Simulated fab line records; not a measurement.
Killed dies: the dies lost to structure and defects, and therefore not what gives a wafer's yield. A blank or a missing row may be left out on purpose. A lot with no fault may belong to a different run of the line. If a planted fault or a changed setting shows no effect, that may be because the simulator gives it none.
fab line records ; flow ritCmos
record lots=14; wafers=42; lastDay=7
route steps=202 shown GATE@95 NLDD@109 NSD@141 M1@202
lots that met no fault: from a run of the same line without faults
startH: start of the lot's first displayed wafer, in hours after the record's first day ; waitH: how many hours have passed since the lot's step before this one ; " same as the row above ; L1.1+2: one row covering several wafers at once ; - no value present, or no start provided ; * or withheld: withheld ; < > ~ a bound
route shown NAME@n: names a module that has steps shown in the file, with the first one's number in the route ; usual: average and standard deviation across the fault-free wafers ; same: alike in all rows ; chamber/n: place in a boat ; sites: readings site by site ; _std_site: standard deviation across them ; _edge_site: inner sites' mean taken away from outer sites' mean ; radiusMm: how far each site lies from the wafer's centre ; mask NAME#n: copy n ; behind: the last tool/chamber to shape the wafer ; hold: why the lot was held/for how many hours/how that ended ; device: whichever transistor did not switch (one of n, p or np) ; end of line: tests run on the same wafers once the route is complete ; a step with no rows: only its recipe ; killed: count of dies lost to structure and defects at first sort (not the wafer's yield) ; map: the dies of a wafer, with x for killed, . for not killed, _ for no die there
set.NAME: the setting the step ran with; set.NAME@STEP: the setting that earlier step ran with ; model.NAME: the simulator's own value behind a step, which no gauge read
route steps across a sampled set of lots; one table per step, one row per wafer
services: when a tool's chamber went out of use (startH, in hours from the record's first day, below 0 if earlier), for how many hours, and the reason
## steps
# step RIT_GATE_ETCH_19
# recipe chemistry=SF6/CHF3/O2; timeS=165; SF6_flow_sccm=30; CHF3_flow_sccm=30; O2_flow_sccm=5; target=poly-Si; pressureMtorr=40; rfW=160; targetDepthA=3125; overEtchFrac=0.25; stopOn=SiO2
# usual CHF3_flow_sccm=29.99/0.088; drypumpMotorCurrentA=5.7/0.66; oesProductAu=0.850/0.017; runLengthS=193.5/0.36; throttleValvePct=10.28/0.1
lot.wafer;tool;chamber;startH;waitH;CHF3_flow_sccm;drypumpMotorCurrentA;oesProductAu;rfHoursCounterH;runLengthS;throttleValvePct
L430.4;rieSi-02;0;43.48;0.1;29.86;6.2;0.829;116;193.2;10.19
L430.5;rieSi-02;2;43.48;0.1;30.00;4.8;0.857;-;193.2;10.29
L430.6;rieSi-02;3;43.48;0.1;30.03;6.0;0.823;-;193.2;10.19
L431.4;rieSi-01;2;48.51;0.1;29.86;5.0;0.845;75;193.3;10.24
L431.5;rieSi-01;2;48.51;0.1;29.95;5.0;0.841;-;193.0;10.23
L431.6;rieSi-01;3;48.51;0.1;29.93;5.9;0.864;-;193.7;10.18
L432.3;rieSi-02;2;50.17;0.1;30.11;4.8;0.876;64;193.2;10.29
L432.5;rieSi-02;0;50.17;0.1;30.02;6.2;0.837;-;193.6;10.21
L432.6;rieSi-02;3;50.17;0.1;29.95;6.0;0.843;-;193.4;10.18
L433.2;rieSi-01;0;56.39;0.1;30.01;4.9;0.871;58;193.5;10.31
L433.4;rieSi-01;1;56.39;0.1;29.98;6.7;0.854;40;194.4;10.31
L433.5;rieSi-01;0;56.39;0.1;29.89;4.8;0.871;-;194.0;10.31
L434.1;rieSi-02;2;63.32;0.1;29.92;4.8;0.856;64;193.1;10.25
L434.2;rieSi-02;3;63.32;0.1;29.97;6.0;0.821;32;193.4;10.19
L434.4;rieSi-02;1;63.32;0.1;30.07;6.1;0.866;59;193.6;10.51
L435.1;rieSi-01;2;66.61;0.1;30.03;5.0;0.851;75;193.5;10.23
L435.2;rieSi-01;0;66.61;0.1;29.91;4.8;0.871;58;193.2;10.31
L435.4;rieSi-01;3;66.61;0.1;29.91;6.0;0.869;144;193.3;10.17
L436.3;rieSi-02;2;73.97;0.1;30.04;4.8;0.866;64;193.2;10.30
L436.5;rieSi-02;0;73.97;0.1;29.99;6.2;0.834;-;193.5;10.20
L436.6;rieSi-02;1;73.97;0.1;29.95;6.1;0.870;-;193.6;10.52
L437.3;rieSi-01;2;80.55;0.1;29.87;5.0;0.850;75;192.8;10.24
L437.5;rieSi-01;3;80.55;0.1;30.05;6.0;0.872;-;193.5;10.17
L437.6;rieSi-01;0;80.55;0.1;30.12;4.9;0.880;-;193.2;10.32
L439.2;rieSi-01;3;87.43;0.1;29.88;5.9;0.852;144;193.5;10.16
L439.5;rieSi-01;3;87.43;0.1;30.00;6.0;0.849;-;193.2;10.18
L439.6;rieSi-01;2;87.43;0.1;30.06;5.0;0.841;-;192.7;10.24
L441.1;rieSi-01;0;96.79;0.1;30.02;4.8;0.738;59;239.5;10.31
L441.2;rieSi-01;2;96.79;0.1;30.09;5.0;0.710;75;239.4;10.22
L441.4;rieSi-01;1;96.79;0.1;29.92;6.6;0.709;40;240.6;10.34
L442.3;rieSi-02;3;102.73;0.1;29.92;6.0;0.831;32;193.3;10.18
L442.4;rieSi-02;2;102.73;0.1;29.88;4.8;0.851;65;193.2;10.28
L442.5;rieSi-02;1;102.73;0.1;30.12;6.1;0.873;-;193.6;10.53
L443.2;rieSi-01;1;104.61;0.1;29.98;6.7;0.704;40;240.4;10.31
L443.3;rieSi-01;3;104.61;0.1;29.88;6.0;0.726;144;239.5;10.18
L443.6;rieSi-01;3;104.61;0.1;29.93;6.0;0.722;-;239.6;10.17
L444.1;rieSi-02;1;111.84;0.1;29.95;6.1;0.867;59;193.4;10.52
L444.3;rieSi-02;0;111.84;0.1;29.99;6.2;0.829;116;193.4;10.21
L444.4;rieSi-02;3;111.84;0.1;30.08;6.0;0.824;32;193.3;10.17
L450.2;rieSi-02;2;137.87;0.1;30.10;4.8;0.852;65;193.6;10.29
L450.4;rieSi-02;2;137.87;0.1;30.22;4.8;0.851;-;193.1;10.29
L450.5;rieSi-02;3;137.87;0.1;30.14;6.0;0.814;-;193.4;10.20
# step RIT_NLDD_OVL_MEAS_06
# usual NLDD_OVL=0.5/1.5
lot.wafer;tool;chamber;startH;waitH;NLDD_OVL[nm]
L430.4;overlay-01;-;47.77;-;2.3
L430.5;overlay-01;-;47.77;-;0.2
L430.6;overlay-01;-;47.77;-;1.1
L431.4;overlay-01;-;53.78;-;0.1
L431.5;overlay-01;-;53.78;-;-0.2
L431.6;overlay-01;-;53.78;-;-0.9
L432.3;overlay-01;-;56.84;-;-0.2
L432.5;overlay-01;-;56.84;-;-0.1
L432.6;overlay-01;-;56.84;-;1.3
L433.2;overlay-01;-;63.23;-;-1.9
L433.4;overlay-01;-;63.23;-;1.5
L433.5;overlay-01;-;63.23;-;0.0
L434.1;overlay-01;-;68.03;-;1.9
L434.2;overlay-01;-;68.03;-;0.1
L434.4;overlay-01;-;68.03;-;1.0
L435.1;overlay-01;-;71.65;-;-0.6
L435.2;overlay-01;-;71.65;-;1.6
L435.4;overlay-01;-;71.65;-;-0.3
L436.3;overlay-01;-;78.80;-;-2.3
L436.5;overlay-01;-;78.80;-;-2.8
L436.6;overlay-01;-;78.80;-;-4.0
L437.3;overlay-01;-;85.55;-;3.1
L437.5;overlay-01;-;85.55;-;2.2
L437.6;overlay-01;-;85.55;-;2.9
L439.2;overlay-01;-;92.52;-;0.7
L439.5;overlay-01;-;92.52;-;1.0
L439.6;overlay-01;-;92.52;-;2.1
L441.1;overlay-02;-;101.30;-;0.4
L441.2;overlay-02;-;101.30;-;-1.9
L441.4;overlay-02;-;101.30;-;0.8
L442.3;overlay-02;-;107.10;-;1.3
L442.4;overlay-02;-;107.10;-;3.8
L442.5;overlay-02;-;107.10;-;3.7
L443.2;overlay-02;-;109.70;-;1.0
L443.3;overlay-02;-;109.70;-;1.4
L443.6;overlay-02;-;109.70;-;1.0
L444.1;overlay-02;-;116.59;-;-0.1
L444.3;overlay-02;-;116.59;-;0.0
L444.4;overlay-02;-;116.59;-;1.9
L450.2;overlay-01;-;142.23;-;-0.2
L450.4;overlay-01;-;142.23;-;0.7
L450.5;overlay-01;-;142.23;-;-0.1
# step RIT_NLDD_STRIP_09
# recipe chemistry=O2; timeS=180; resist=NOVOLAK; platenTempC=withheld; powerW=500; pressureMtorr=4000; o2FlowSccm=4000
# usual drypumpMotorCurrentA=5.4/0.58
lot.wafer;tool;chamber;startH;waitH;drypumpMotorCurrentA;rfHoursCounterH
L430.4;plasmaAsher-03;0;48.14;0.1;5.8;-
L430.5;plasmaAsher-03;0;48.14;0.1;5.8;-
L430.6;plasmaAsher-03;1;48.14;0.1;5.4;-
L431.4;plasmaAsher-02;1;54.16;0.1;4.9;-
L431.5;plasmaAsher-02;1;54.16;0.1;5.0;-
L431.6;plasmaAsher-02;0;54.16;0.1;6.5;-
L432.3;plasmaAsher-04;0;57.22;0.1;4.8;-
L432.5;plasmaAsher-04;0;57.22;0.1;4.8;-
L432.6;plasmaAsher-04;1;57.22;0.1;5.2;-
L433.2;plasmaAsher-02;0;63.58;0.1;6.5;23
L433.4;plasmaAsher-02;1;63.58;0.1;4.9;-
L433.5;plasmaAsher-02;0;63.58;0.1;6.5;-
L434.1;plasmaAsher-03;0;68.36;0.1;5.8;48
L434.2;plasmaAsher-03;1;68.36;0.1;5.5;48
L434.4;plasmaAsher-03;1;68.36;0.1;5.4;-
L435.1;plasmaAsher-03;0;71.99;0.1;5.8;48
L435.2;plasmaAsher-03;1;71.99;0.1;5.4;48
L435.4;plasmaAsher-03;1;71.99;0.1;5.5;-
L436.3;plasmaAsher-02;0;79.18;0.1;6.5;-
L436.5;plasmaAsher-02;0;79.18;0.1;6.5;-
L436.6;plasmaAsher-02;1;79.18;0.1;5.0;-
L437.3;plasmaAsher-03;1;85.99;0.1;5.5;-
L437.5;plasmaAsher-03;1;85.99;0.1;5.5;-
L437.6;plasmaAsher-03;0;85.99;0.1;5.8;-
L439.2;plasmaAsher-03;0;92.85;0.1;5.8;50
L439.5;plasmaAsher-03;1;92.85;0.1;5.5;-
L439.6;plasmaAsher-03;0;92.85;0.1;5.8;-
L441.1;plasmaAsher-02;1;101.63;0.1;5.0;27
L441.2;plasmaAsher-02;0;101.63;0.1;6.5;27
L441.4;plasmaAsher-02;0;101.63;0.1;6.5;-
L442.3;plasmaAsher-04;0;107.48;0.1;4.8;-
L442.4;plasmaAsher-04;1;107.48;0.1;5.2;-
L442.5;plasmaAsher-04;0;107.48;0.1;4.8;-
L443.2;plasmaAsher-03;1;110.03;0.1;5.4;52
L443.3;plasmaAsher-03;1;110.03;0.1;5.4;-
L443.6;plasmaAsher-03;0;110.03;0.1;5.8;-
L444.1;plasmaAsher-04;0;116.93;0.1;4.8;55
L444.3;plasmaAsher-04;0;116.93;0.1;4.8;-
L444.4;plasmaAsher-04;1;116.93;0.1;5.2;-
L450.2;plasmaAsher-04;1;142.56;0.1;5.2;58
L450.4;plasmaAsher-04;0;142.56;0.1;4.8;-
L450.5;plasmaAsher-04;0;142.56;0.1;4.8;-
# step RIT_NSD_TW_MEAS_10
# usual NSD_TW=3105/14
lot.wafer;tool;chamber;startH;waitH;NSD_TW
L430.4;filmMetro-01;-;53.77;0.1;3127
L430.5;filmMetro-01;-;53.77;0.1;3113
L430.6;filmMetro-01;-;53.77;0.1;3123
L431.4;filmMetro-02;-;59.65;0.1;3098
L431.5;filmMetro-02;-;59.65;0.1;3094
L431.6;filmMetro-02;-;59.65;0.1;3092
L432.3;filmMetro-02;-;62.89;0.1;3083
L432.5;filmMetro-02;-;62.89;0.1;3079
L432.6;filmMetro-02;-;62.89;0.1;3095
L433.2;filmMetro-03;-;69.26;0.1;3096
L433.4;filmMetro-03;-;69.26;0.1;3109
L433.5;filmMetro-03;-;69.26;0.1;3102
L434.1;filmMetro-01;-;73.95;0.1;3144
L434.2;filmMetro-01;-;73.95;0.1;3104
L434.4;filmMetro-01;-;73.95;0.1;3111
L435.1;filmMetro-03;-;78.72;0.1;3114
L435.2;filmMetro-03;-;78.72;0.1;3122
L435.4;filmMetro-03;-;78.72;0.1;3113
L436.3;filmMetro-02;-;84.97;0.1;3082
L436.5;filmMetro-02;-;84.97;0.1;3082
L436.6;filmMetro-02;-;84.97;0.1;3095
L437.3;filmMetro-02;-;91.75;0.1;3093
L437.5;filmMetro-02;-;91.75;0.1;3096
L437.6;filmMetro-02;-;91.75;0.1;3092
L439.2;filmMetro-01;-;99.08;0.1;3100
L439.5;filmMetro-01;-;99.08;0.1;3135
L439.6;filmMetro-01;-;99.08;0.1;3107
L441.1;filmMetro-03;-;108.38;0.1;3096
L441.2;filmMetro-03;-;108.38;0.1;3123
L441.4;filmMetro-03;-;108.38;0.1;3097
L442.3;filmMetro-03;-;113.20;0.1;3112
L442.4;filmMetro-03;-;113.20;0.1;3102
L442.5;filmMetro-03;-;113.20;0.1;3102
L443.2;filmMetro-01;-;116.51;0.1;3113
L443.3;filmMetro-01;-;116.51;0.1;3119
L443.6;filmMetro-01;-;116.51;0.1;3131
L444.1;filmMetro-02;-;123.84;0.1;3092
L444.3;filmMetro-02;-;123.84;0.1;3102
L444.4;filmMetro-02;-;123.84;0.1;3105
L450.2;filmMetro-02;-;149.29;0.1;3115
L450.4;filmMetro-02;-;149.29;0.1;3102
L450.5;filmMetro-02;-;149.29;0.1;3116
# step RIT_M1_PROBE_99
# usual killedAtContacts=0.0/0.22; killedAtFrontEnd=6.6/3; killedDies=6.6/3; killedOpen=3.4/2; killedShort=3.2/2
# same grossDies=264; killed_at_M0_to_M3=0; killed_at_M4_up=0; killedAtBackSide=0; killedAtOther=0
lot.wafer;tool;chamber;startH;waitH;killedAtContacts;killedAtFrontEnd;killedDies;killedOpen;killedShort
L430.4;prober-01;-;63.58;0.2;0;5;5;3;2
L430.5;prober-01;-;63.63;0.2;0;8;8;6;2
L430.6;prober-01;-;63.68;0.2;0;12;12;6;6
L436.3;prober-01;-;94.47;0.2;0;5;5;2;3
L436.5;prober-01;-;94.57;0.2;0;4;4;3;1
L436.6;prober-01;-;94.62;0.2;0;12;12;7;5
L441.1;prober-02;-;117.71;0.1;0;5;5;2;3
L441.2;prober-02;-;117.76;0.1;0;7;7;2;5
L441.4;prober-02;-;117.86;0.2;0;9;9;4;5
L443.2;prober-01;-;126.31;0.1;0;7;7;3;4
L443.3;prober-01;-;126.36;0.2;0;5;5;3;2
L443.6;prober-01;-;126.51;0.2;0;8;8;4;4
# killed by level:class
L430.4 GATE:geometricParticle:open=2 REOX:geometricParticle:short=2 REOX:geometricParticle:open=1
L430.5 REOX:geometricParticle:open=3 FOX1:geometricParticle:short=2 FOX1:geometricParticle:open=1 FOX2:geometricParticle:open=1 GATE:geometricParticle:open=1
L430.6 GATE:geometricParticle:short=4 FOX1:geometricParticle:short=2 GATE:geometricParticle:open=2 SILICIDE:geometricParticle:open=2 FOX1:geometricParticle:open=1 FOX2:geometricParticle:open=1
L436.3 GATE:geometricParticle:short=3 FOX1:geometricParticle:open=1 FOX2:geometricParticle:open=1
L436.5 FOX2:geometricParticle:open=1 GATE:geometricParticle:open=1 SPACER:geometricParticle:open=1 SILICIDE:geometricParticle:short=1
L436.6 FOX1:geometricParticle:open=3 GATE:geometricParticle:open=3 FOX1:geometricParticle:short=1 FOX2:geometricParticle:short=1 FOX2:geometricParticle:open=1 REOX:geometricParticle:short=1 SPACER:geometricParticle:short=1 SILICIDE:geometricParticle:short=1
L441.1 FOX2:geometricParticle:open=1 GATE:geometricParticle:short=1 SPACER:geometricParticle:short=1 SILICIDE:geometricParticle:open=1 SILICIDE:geometricParticle:short=1
L441.2 GATE:geometricParticle:short=2 SPACER:geometricParticle:short=2 FOX2:geometricParticle:open=1 SPACER:geometricParticle:open=1 SILICIDE:geometricParticle:short=1
L441.4 GATE:geometricParticle:open=4 GATE:geometricParticle:short=2 SILICIDE:geometricParticle:short=2 REOX:geometricParticle:short=1
L443.2 SILICIDE:geometricParticle:short=2 FOX2:geometricParticle:open=1 FOX2:geometricParticle:short=1 GATE:geometricParticle:short=1 SPACER:geometricParticle:open=1 SILICIDE:geometricParticle:open=1
L443.3 GATE:geometricParticle:short=2 GATE:geometricParticle:open=1 SPACER:geometricParticle:open=1 SILICIDE:geometricParticle:open=1
L443.6 GATE:geometricParticle:open=2 SPACER:geometricParticle:short=2 SILICIDE:geometricParticle:open=2 REOX:geometricParticle:short=1 SILICIDE:geometricParticle:short=1
## services
tool;chamber;startH;hours;kind
rieSi-02;-;19.90;0.1;repair
plasmaAsher-03;-;27.69;0.9;repair
rieSi-01;3;122.60;8.2;repair
rieSi-02;1;136.18;2.5;repair
rieSi-01;3;139.31;-;clean
rieSi-01;3;139.31;18.0;scheduledDown
rieSi-01;3;139.31;18.0;ventCycle
plasmaAsher-03;-;141.43;21.2;repair
## key
firstSign step=RIT_GATE_ETCH_19; reading=runLengthS; direction=up; sigmas=99+; usual=*; struck=*
effect step=RIT_GATE_ETCH_19; reading=oesProductAu; direction=down; sigmas=7.9; usual=0.850; struck=0.718
metAt RIT_GATE_ETCH_19
struckLots L441,L443
testerLeftOut L441,L443
notActingAt RIT_NLDD_OVL_MEAS_06,RIT_NLDD_STRIP_09,RIT_NSD_TW_MEAS_10
onsetBetween 87.43 96.79
fault kind=processParameterDrift; tool=rieSi-01; chamber=-; onsetH=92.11; steps=RIT_GATE_ETCH_19; channel=timeS; offset=*; shape=step; endH=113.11; stated=*
# testerLeftOut: of these lots the tester's yield and bins aren't shown, on N5 and GAA mostly nor the transistor test; their killed dies are dies lost to structure and defects alone, not to doping, threshold or leakage, so they don't give the yield
